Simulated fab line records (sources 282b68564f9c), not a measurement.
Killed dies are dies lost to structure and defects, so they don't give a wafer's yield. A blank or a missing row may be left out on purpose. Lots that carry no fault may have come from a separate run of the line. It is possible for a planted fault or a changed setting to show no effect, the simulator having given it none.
2 desks looking at one fault / flow rit-cmos / each desk has only its own numbers; what lay behind them comes last

## FROM THE METROLOGY DESK
Lot by lot, what the gauges showed, no matter which tool ran the lot: averages of those sampled wafers that carry a number. If a lot's mean is further than 4 standard deviations from the usual mean, the lot is out of limits and carries the mark OUT (the distance appears in the brackets).
Columns: A = NSD_OVL at RIT_NSD_OVL_MEAS_06, usual 0.8 nm
lot=L770; first seen here=day 2 23:32; A=2.2
lot=L771; first seen here=day 3 06:16; A=-0.3
lot=L772; first seen here=day 3 10:49; A=3.1
lot=L773; first seen here=day 3 18:07; A=-0.5
lot=L774; first seen here=day 3 20:18; A=0.7
lot=L775; first seen here=day 3 23:20; A=0.4
lot=L776; first seen here=day 4 08:14; A=0.4
lot=L777; first seen here=day 4 15:11; A=0.5
lot=L778; first seen here=day 4 20:13; A=2.5
lot=L779; first seen here=day 4 22:50; A=1.4
lot=L780; first seen here=day 5 03:19; A=0.9
lot=L786; first seen here=day 6 12:27; A=-0.6
lot=L793; first seen here=day 7 17:56; A=-1.1
Result from this desk: across the 13 lots, nothing is out of limits.

## DESK OF THE TOOL OWNER: iline-stepper-01
The tool's own readings at RIT_ACTIVE_EXPOSE_08 (exposes mask M1, target cd 1400 nm): means of the sampled wafers that have a number, for each lot that ran on this tool. If a lot's mean is further than 4 standard deviations from the usual mean, the lot is out of limits and carries the mark OUT (the distance appears in the brackets).
Columns: A = exposure-dose-mJ-cm2 at RIT_ACTIVE_EXPOSE_08, usual 224.92
lot=L770; first seen here=day 1 15:29; A=225.38
lot=L771; first seen here=day 1 20:35; A=224.94
lot=L773; first seen here=day 2 05:11; A=224.89
lot=L774; first seen here=day 2 10:06; A=225.14
lot=L776; first seen here=day 2 21:15; A=224.69
lot=L777; first seen here=day 3 01:02; A=225.06
lot=L779; first seen here=day 3 11:17; A=224.83
lot=L786; first seen here=day 5 00:44; A=223.43 (-6.5) OUT
This desk's verdict: out of limits on L786, starting with L786 at day 5 00:44 (exposure-dose-mJ-cm2 at RIT_ACTIVE_EXPOSE_08). L770, L771, L773, L774, L776, L777, L779: within limits.

## BROUGHT TOGETHER
On L786, at day 5 00:44, an alarm was possible from the tool owner's desk.
At the metrology desk, nothing out of limits was observed.
The metrology desk holds a record of L786, inside its limits.
Of the lots named, all ran RIT_ACTIVE_EXPOSE_08 on iline-stepper-01.

## WHAT THE SIMULATOR PUT IN
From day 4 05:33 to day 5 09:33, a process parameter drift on iline-stepper-01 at RIT_ACTIVE_EXPOSE_08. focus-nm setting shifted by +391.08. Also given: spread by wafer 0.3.
Shown lots that were struck: L786.
Time in hours from fault onset to the first out-of-limits reading at each desk: the tool owner's desk, 19.
